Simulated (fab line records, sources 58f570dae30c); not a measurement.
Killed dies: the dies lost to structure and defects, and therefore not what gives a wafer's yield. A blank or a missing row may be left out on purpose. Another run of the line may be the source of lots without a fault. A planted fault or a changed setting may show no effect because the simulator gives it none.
Which tool was responsible? / flow berkeley-cmos170 / 16 lots with 48 wafers sampled at 5 steps, on a route of 331 steps

## WHAT THE GAUGES READ, wafer by wafer
UCB170_GATE_THK_MEAS_05.
lot=L208; measured=day 5 16:01; on=film-metro-02; GATE_POLY_THK (nm)=209.3 208.7 209.4
lot=L209; measured=day 6 00:22; on=film-metro-02; GATE_POLY_THK (nm)=212.0 210.6 211.3
lot=L211; measured=day 6 16:08; on=film-metro-01; GATE_POLY_THK (nm)=211.8 213.9 215.5
lot=L210; measured=day 6 16:12; on=film-metro-01; GATE_POLY_THK (nm)=216.1 213.9 216.3
lot=L214; measured=day 7 11:40; on=film-metro-01; GATE_POLY_THK (nm)=214.3 214.6 214.0
lot=L215; measured=day 7 19:19; on=film-metro-02; GATE_POLY_THK (nm)=215.3 215.8 215.8
lot=L216; measured=day 7 19:19; on=film-metro-03; GATE_POLY_THK (nm)=212.2 211.8 211.8
lot=L217; measured=day 7 19:20; on=film-metro-01; GATE_POLY_THK (nm)=214.7 213.2 214.0
lot=L218; measured=day 8 08:31; on=film-metro-02; GATE_POLY_THK (nm)=211.0 210.0 211.2
lot=L220; measured=day 9 00:35; on=film-metro-03; GATE_POLY_THK (nm)=213.5 214.8 214.2
lot=L219; measured=day 9 00:36; on=film-metro-02; GATE_POLY_THK (nm)=209.8 210.2 211.3
lot=L222; measured=day 9 09:26; on=film-metro-02; GATE_POLY_THK (nm)=212.7 214.4 214.6
lot=L221; measured=day 9 09:26; on=film-metro-03; GATE_POLY_THK (nm)=211.4 214.3 212.1
lot=L224; measured=day 9 16:07; on=film-metro-02; GATE_POLY_THK (nm)=209.9 211.9 212.4
lot=L226; measured=day 9 16:12; on=film-metro-02; GATE_POLY_THK (nm)=214.7 215.4 216.3
lot=L227; measured=day 10 18:53; on=film-metro-01; GATE_POLY_THK (nm)=212.9 212.8 213.0

UCB170_PLDD_CD_MEAS_06: target cd 1200 nm.
lot=L208; measured=day 5 18:35; on=cd-sem-02; cd-nm (nm)=1201.1 1199.3 1200.1
lot=L209; measured=day 6 04:53; on=cd-sem-01; cd-nm (nm)=1201.1 1201.0 1201.0
lot=L211; measured=day 6 18:59; on=cd-sem-01; cd-nm (nm)=1197.6 1195.8 1196.7
lot=L210; measured=day 6 19:17; on=cd-sem-01; cd-nm (nm)=1199.6 1199.0 1199.5
lot=L214; measured=day 7 15:34; on=cd-sem-02; cd-nm (nm)=1198.1 1199.6 1197.8
lot=L215; measured=day 7 22:26; on=cd-sem-01; cd-nm (nm)=1199.0 1198.7 1198.5
lot=L216; measured=day 7 22:08; on=cd-sem-01; cd-nm (nm)=1201.8 1202.8 1201.6
lot=L217; measured=day 7 22:44; on=cd-sem-01; cd-nm (nm)=1199.4 1200.0 1198.9
lot=L218; measured=day 8 11:37; on=cd-sem-01; cd-nm (nm)=1200.3 1201.8 1202.6
lot=L220; measured=day 9 03:46; on=cd-sem-01; cd-nm (nm)=1201.6 1200.8 1201.7
lot=L219; measured=day 9 03:17; on=cd-sem-01; cd-nm (nm)=1197.3 1197.8 1198.8
lot=L222; measured=day 9 15:35; on=cd-sem-02; cd-nm (nm)=1202.9 1202.6 1201.4
lot=L221; measured=day 9 15:29; on=cd-sem-01; cd-nm (nm)=1199.0 1199.3 1199.6
lot=L224; measured=day 9 19:29; on=cd-sem-02; cd-nm (nm)=1201.1 1201.9 1200.2
lot=L226; measured=day 9 19:46; on=cd-sem-01; cd-nm (nm)=1200.2 1198.6 1198.5
lot=L227; measured=day 10 22:23; on=cd-sem-02; cd-nm (nm)=1199.7 1198.5 1199.3

UCB170_PSD_OVL_MEAS_07.
lot=L208; measured=day 6 02:46; on=overlay-02; PSD_OVL (nm)=3 15 5
lot=L209; measured=day 6 14:47; on=overlay-02; PSD_OVL (nm)=-4 0 -5
lot=L211; measured=day 7 03:05; on=overlay-01; PSD_OVL (nm)=11 8 10
lot=L210; measured=day 7 03:14; on=overlay-01; PSD_OVL (nm)=-8 -4 -6
lot=L214; measured=day 8 01:04; on=overlay-01; PSD_OVL (nm)=-3 3 5
lot=L215; measured=day 8 10:16; on=overlay-01; PSD_OVL (nm)=-1 -2 -4
lot=L216; measured=day 8 06:26; on=overlay-02; PSD_OVL (nm)=2 6 3
lot=L217; measured=day 8 10:23; on=overlay-01; PSD_OVL (nm)=5 7 6
lot=L218; measured=day 9 00:10; on=overlay-02; PSD_OVL (nm)=4 -6 -2
lot=L220; measured=day 9 17:23; on=overlay-01; PSD_OVL (nm)=158 151 149 159 148 148
lot=L219; measured=day 9 11:39; on=overlay-01; PSD_OVL (nm)=-6 3 5
lot=L222; measured=day 10 01:58; on=overlay-02; PSD_OVL (nm)=155 153 150 153 155 148
lot=L221; measured=day 10 01:56; on=overlay-01; PSD_OVL (nm)=7 5 5
lot=L224; measured=day 10 02:13; on=overlay-01; PSD_OVL (nm)=3 1 11
lot=L226; measured=day 10 02:30; on=overlay-01; PSD_OVL (nm)=155 160 161 153 161 162
lot=L227; measured=day 11 06:37; on=overlay-01; PSD_OVL (nm)=152 161 162 153 158 160

UCB170_SDANNEAL_RS_MEAS_02: a four-point-probe measurement.
lot=L208; measured=day 6 06:12; on=film-metro-04; PSD_RS (ohm/sq)=75.4 75.5 75.4
lot=L209; measured=day 6 18:56; on=film-metro-03; PSD_RS (ohm/sq)=75.4 75.2 75.1
lot=L211; measured=day 7 06:04; on=film-metro-04; PSD_RS (ohm/sq)=75.8 75.7 75.7
lot=L210; measured=day 7 06:52; on=film-metro-04; PSD_RS (ohm/sq)=75.9 75.2 75.4
lot=L214; measured=day 8 06:34; on=film-metro-03; PSD_RS (ohm/sq)=75.2 75.8 75.3
lot=L215; measured=day 8 15:09; on=film-metro-04; PSD_RS (ohm/sq)=75.6 75.5 75.5
lot=L216; measured=day 8 11:16; on=film-metro-04; PSD_RS (ohm/sq)=75.1 75.2 75.4
lot=L217; measured=day 8 15:10; on=film-metro-01; PSD_RS (ohm/sq)=75.7 75.8 75.5
lot=L218; measured=day 9 03:22; on=film-metro-01; PSD_RS (ohm/sq)=75.7 75.8 76.1
lot=L219; measured=day 9 16:58; on=film-metro-04; PSD_RS (ohm/sq)=75.5 75.5 75.3
lot=L221; measured=day 10 09:46; on=film-metro-04; PSD_RS (ohm/sq)=75.2 75.2 75.2
lot=L224; measured=day 10 09:38; on=film-metro-01; PSD_RS (ohm/sq)=74.6 74.6 74.7

## WHICH TOOL RAN EACH LOT (tool, then ch and the chambers of the sampled wafers, then the start)
lot=L208; UCB170_PSD_EXPOSE_03=krf-scanner-02 ch 0, day 6 02:13
lot=L209; UCB170_PSD_EXPOSE_03=krf-scanner-02 ch 0, day 6 14:07
lot=L211; UCB170_PSD_EXPOSE_03=krf-scanner-01 ch 0, day 7 02:22
lot=L210; UCB170_PSD_EXPOSE_03=krf-scanner-02 ch 0, day 7 02:45
lot=L214; UCB170_PSD_EXPOSE_03=krf-scanner-02 ch 0, day 8 00:25
lot=L215; UCB170_PSD_EXPOSE_03=krf-scanner-01 ch 0, day 8 09:44
lot=L216; UCB170_PSD_EXPOSE_03=krf-scanner-02 ch 0, day 8 05:53
lot=L217; UCB170_PSD_EXPOSE_03=krf-scanner-01 ch 0, day 8 09:54
lot=L218; UCB170_PSD_EXPOSE_03=krf-scanner-02 ch 0, day 8 23:16
lot=L220; UCB170_PSD_EXPOSE_03=krf-scanner-01 ch 0, day 9 16:33
lot=L219; UCB170_PSD_EXPOSE_03=krf-scanner-01 ch 0, day 9 11:10
lot=L222; UCB170_PSD_EXPOSE_03=krf-scanner-01 ch 0, day 10 01:13
lot=L221; UCB170_PSD_EXPOSE_03=krf-scanner-02 ch 0, day 10 00:59
lot=L224; UCB170_PSD_EXPOSE_03=krf-scanner-02 ch 0, day 10 01:28
lot=L226; UCB170_PSD_EXPOSE_03=krf-scanner-01 ch 0, day 10 01:51
lot=L227; UCB170_PSD_EXPOSE_03=krf-scanner-01 ch 0, day 11 05:25
- UCB170_PSD_EXPOSE_03: exposes mask PSELECT MOD, target cd 1200 nm.

## WHAT THE TOOLS THEMSELVES READ (means of the sampled wafers that have a number; where no wafer has one, the mark that the record gives instead)
UCB170_PSD_EXPOSE_03.
lot=L208; tool=krf-scanner-02; focus-offset-nm (nm)=0.6; reticle-temp-C (C)=22.99
lot=L209; tool=krf-scanner-02; focus-offset-nm (nm)=0.3; reticle-temp-C (C)=23.17
lot=L211; tool=krf-scanner-01; focus-offset-nm (nm)=-0.6; reticle-temp-C (C)=23.15
lot=L210; tool=krf-scanner-02; focus-offset-nm (nm)=-0.2; reticle-temp-C (C)=22.96
lot=L214; tool=krf-scanner-02; focus-offset-nm (nm)=-0.3; reticle-temp-C (C)=23.03
lot=L215; tool=krf-scanner-01; focus-offset-nm (nm)=0.2; reticle-temp-C (C)=22.94
lot=L216; tool=krf-scanner-02; focus-offset-nm (nm)=-0.3; reticle-temp-C (C)=22.88
lot=L217; tool=krf-scanner-01; focus-offset-nm (nm)=0.6; reticle-temp-C (C)=22.98
lot=L218; tool=krf-scanner-02; focus-offset-nm (nm)=-0.3; reticle-temp-C (C)=22.99
lot=L220; tool=krf-scanner-01; focus-offset-nm (nm)=-0.3; reticle-temp-C (C)=23.08
lot=L219; tool=krf-scanner-01; focus-offset-nm (nm)=-0.3; reticle-temp-C (C)=22.87
lot=L222; tool=krf-scanner-01; focus-offset-nm (nm)=0.0; reticle-temp-C (C)=22.93
lot=L221; tool=krf-scanner-02; focus-offset-nm (nm)=1.0; reticle-temp-C (C)=22.98
lot=L224; tool=krf-scanner-02; focus-offset-nm (nm)=0.0; reticle-temp-C (C)=22.94
lot=L226; tool=krf-scanner-01; focus-offset-nm (nm)=-0.3; reticle-temp-C (C)=23.00
lot=L227; tool=krf-scanner-01; focus-offset-nm (nm)=-0.4; reticle-temp-C (C)=22.90

## THE ANSWER, worked out from the rows above alone
Rule: the usual values come from the lots themselves. Put in order of their means at a reading, lots are off if they are a third of the lots or fewer, leave a main group of 4 or more, and stand apart from it by a gap of 3 or more times the standard deviation of the main group's means; of several such gaps the widest counts. If all means in a main group match to the digits the tables above print for the reading, that group is not used. A lot without any number at a reading at which 4 lots or more have one is off too. Any other lot the step has rows for is counted as sound. The gauges are gone through in route order, then the tools' own readings, and for those a lot's mean is taken as printed above. At the first step where some lot is off, the reading lying furthest off is the one used; lots without a number count as furthest.
Off: at UCB170_PSD_OVL_MEAS_07 (PSD_OVL), L220, L222, L226, L227. For the main group the mean is 2 nm and the standard deviation 4.6.
A tool fits if, at a process step before that reading, it ran every lot that is off, and no sound lot after the first of them. Those tools and the gauges at UCB170_PSD_OVL_MEAS_07 are tried in the same way. One fits: UCB170_PSD_EXPOSE_03 on krf-scanner-01. Its last sound lot is L219 (day 9 11:10), its first lot that is off L220 (day 9 16:33): a fault that began between those two fits.

## WHAT THE SIMULATOR HAD PUT IN
Scanner matching overlay: krf-scanner-01, from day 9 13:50 on, at UCB170_PSD_EXPOSE_03. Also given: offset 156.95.
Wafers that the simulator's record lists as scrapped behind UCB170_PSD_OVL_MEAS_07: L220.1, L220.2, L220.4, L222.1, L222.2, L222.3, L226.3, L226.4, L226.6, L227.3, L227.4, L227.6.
Shown lots that were struck: L220, L222, L226, L227. The rule above found the same.
